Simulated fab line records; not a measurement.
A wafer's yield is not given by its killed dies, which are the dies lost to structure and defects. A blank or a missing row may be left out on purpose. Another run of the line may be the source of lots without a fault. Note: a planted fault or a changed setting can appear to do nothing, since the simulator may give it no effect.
A lot that was struck, set against a sound lot | flow ritCmos | 14 out of 202 route steps
Sound: these wafers, L961.1, L961.2, L961.3. Struck: wafers L958.1, L958.4, L958.6. At the end, the cause is stated.
At each step with rows: each side's tool, then ch and its chambers, then its first start. Under that, the readings that differ: sound wafers | struck wafers | difference of the means | sigmas: that difference in standard deviations of wafers without a fault.
alike: readings whose means differ by less than 2 such deviations, and words and numbers that are the same on both sides. not compared: withheld readings, readings that some wafer has no value for, bounds like >300 that may hide the same value, and numbers for which the record gives no deviation and whose values overlap.
A row with sigmas, a row that says differs or no value, or rows on one side alone: a step with any of these is where the two part. Numbers that have no deviation but don't overlap get no sigmas and don't part them. Lack of a reading on every wafer of one side parts them only where that side has two or more wafers.

first, 4 steps without rows for these wafers: RIT_NSD_SOFTBAKE_02 (time 60 s); RIT_NSD_EXPOSE_03 (exposes mask M9, target cd 40700 nm); RIT_NSD_PEB_04; RIT_NSD_DEVELOP_05 (develop time 50 s).
RIT_NSD_OVL_MEAS_06:
  struck on overlay-02, day 6 02:05; sound on overlay-01, day 6 12:11
  alike: NSD_OVL
then, 2 steps without rows for these wafers: RIT_NSD_HARDBAKE_07 (time 60 s); RIT_NSD_IMPLANT_08.
RIT_NSD_STRIP_09: strips in O2, time 180 s.
  sound on plasmaAsher-02 ch 0,1, day 6 12:31; struck on plasmaAsher-01 ch 0,1, day 6 02:26
  alike: drypumpMotorCurrentA
  not compared: rfHoursCounterH
RIT_NSD_TW_MEAS_10:
  struck on filmMetro-03, day 6 02:38; sound on filmMetro-02, day 6 12:41
  alike: NSD_TW
then, 3 steps without rows for these wafers: RIT_PSD_HMDS_00 (prime time 60 s); RIT_PSD_COAT_01 (resist thk 1000 nm); RIT_PSD_SOFTBAKE_02 (time 60 s).
RIT_PSD_EXPOSE_03: exposes mask M10, target cd 40900 nm.
  sound on ilineStepper-01 ch 0, day 6 13:20; struck on ilineStepper-02, day 6 03:16
  no value came back on the struck wafers for exposureDoseMJCm2, focusOffsetNm (nm), na; on the sound wafers exposureDoseMJCm2 reads 249.72 249.87 249.67
  alike: mask
after that, 1 step had no rows for these wafers: RIT_PSD_PEB_04.

WHERE THEY PART
At RIT_PSD_EXPOSE_03 and nowhere else, as far as this record goes.

WHY: the cause the simulator had injected
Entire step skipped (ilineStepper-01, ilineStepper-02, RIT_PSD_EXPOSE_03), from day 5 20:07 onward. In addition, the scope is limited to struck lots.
